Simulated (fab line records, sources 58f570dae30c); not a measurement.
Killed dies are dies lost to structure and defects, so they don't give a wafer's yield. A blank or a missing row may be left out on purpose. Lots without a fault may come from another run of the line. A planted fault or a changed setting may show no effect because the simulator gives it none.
Problem report in the 8D (eight disciplines) form, filled by code | flow berkeley_cmos170 | the parts of the form that need people (team, actions taken, sign-off) are left out

1. THE PROBLEM
chamber_pressure_mTorr at UCB170_M1_METAL_ETCH_12 reads a mean of 17.999 mTorr on 6 wafers of 2 lots; wafers without a fault read 11.999 mTorr with a standard deviation of 0.01. That is +99 or more standard deviations from the usual mean.
The step: etches Al in Cl2/BCl3, stops on PSG, target depth 780 nm, time 130 s.
First seen on wafer L983.4, day 10 13:17, on rie_metal-04. The record holds 42 wafers of 14 lots with a number at this step. Rule for "out", or "out of limits": more than 4 standard deviations from the usual mean. The other wafers with a number count as sound.

2. WHAT IT IS AND WHAT IT IS NOT
question                    | is                     | is not
which readings at this step | chamber_pressure_mTorr | drypump_motor_current_A, mfc_cl2_sccm, oes_product_au, throttle_valve_pct
which lots                  | L983, L984             | L967, L968, L969, L970, L971, L972, L973, L974, L975, L985, L988, L989
which wafers of those lots  | all that have a number | -
read on which tools         | rie_metal-04           | rie_metal-01, rie_metal-02
when                        | from day 10 13:17      | up to then (27 sound wafers); but 9 sound wafers of L985, L988, L989 came after

3. SUSPECTS, AND WHAT RULES EACH OUT
Counting: a tool at a process step up to the reading stays a suspect if it ran every lot that is out and no sound lot after the first of them.
- plasma_asher-02 at UCB170_NWELL_STRIP_15 (strips in O2): kept. It ran every lot that is out, first L983 (day 5 14:43), and no sound lot after that; its last sound lot up to then is L975 (day 4 06:16).
- rie_metal-04 at UCB170_M1_METAL_ETCH_12 (etches Al in Cl2/BCl3, stops on PSG, target depth 780 nm, time 130 s): kept. It ran every lot that is out, first L983 (day 10 13:17), and no sound lot after that; its last sound lot up to then is L975 (day 9 04:12). Its own readings are out on those wafers: chamber_pressure_mTorr.
Left after counting: plasma_asher-02 at UCB170_NWELL_STRIP_15, rie_metal-04 at UCB170_M1_METAL_ETCH_12.

4. THE CAUSE (what the simulator had put in)
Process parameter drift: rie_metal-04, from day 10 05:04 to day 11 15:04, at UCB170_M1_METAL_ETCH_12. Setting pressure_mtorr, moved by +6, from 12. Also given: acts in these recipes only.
Counting left 2 suspects, and this tool is among them.

5. THE CHAIN OF EFFECTS, in route order
Each row: a reading whose mean over the struck wafers that have a number lies more than 3 standard deviations from the usual. Only readings for which the record gives a usual standard deviation are gone through. hours: the time from each lot's start at the first step in this table that gives one to its start at this step, as a median over the lots. sigmas: the change in usual standard deviations.
hours | step                    | reading                | usual        | on struck wafers | change | sigmas
0     | UCB170_M1_METAL_ETCH_12 | chamber_pressure_mTorr | 11.999 mTorr | 17.999           | +6.000 | +99 or more
The process steps in it:
- UCB170_M1_METAL_ETCH_12: etches Al in Cl2/BCl3, stops on PSG, target depth 780 nm, time 130 s.

6. WHAT WOULD HAVE CAUGHT IT SOONER
In this record the first reading out of limits was taken at day 10 13:17, 8 hours after the fault began at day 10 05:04.
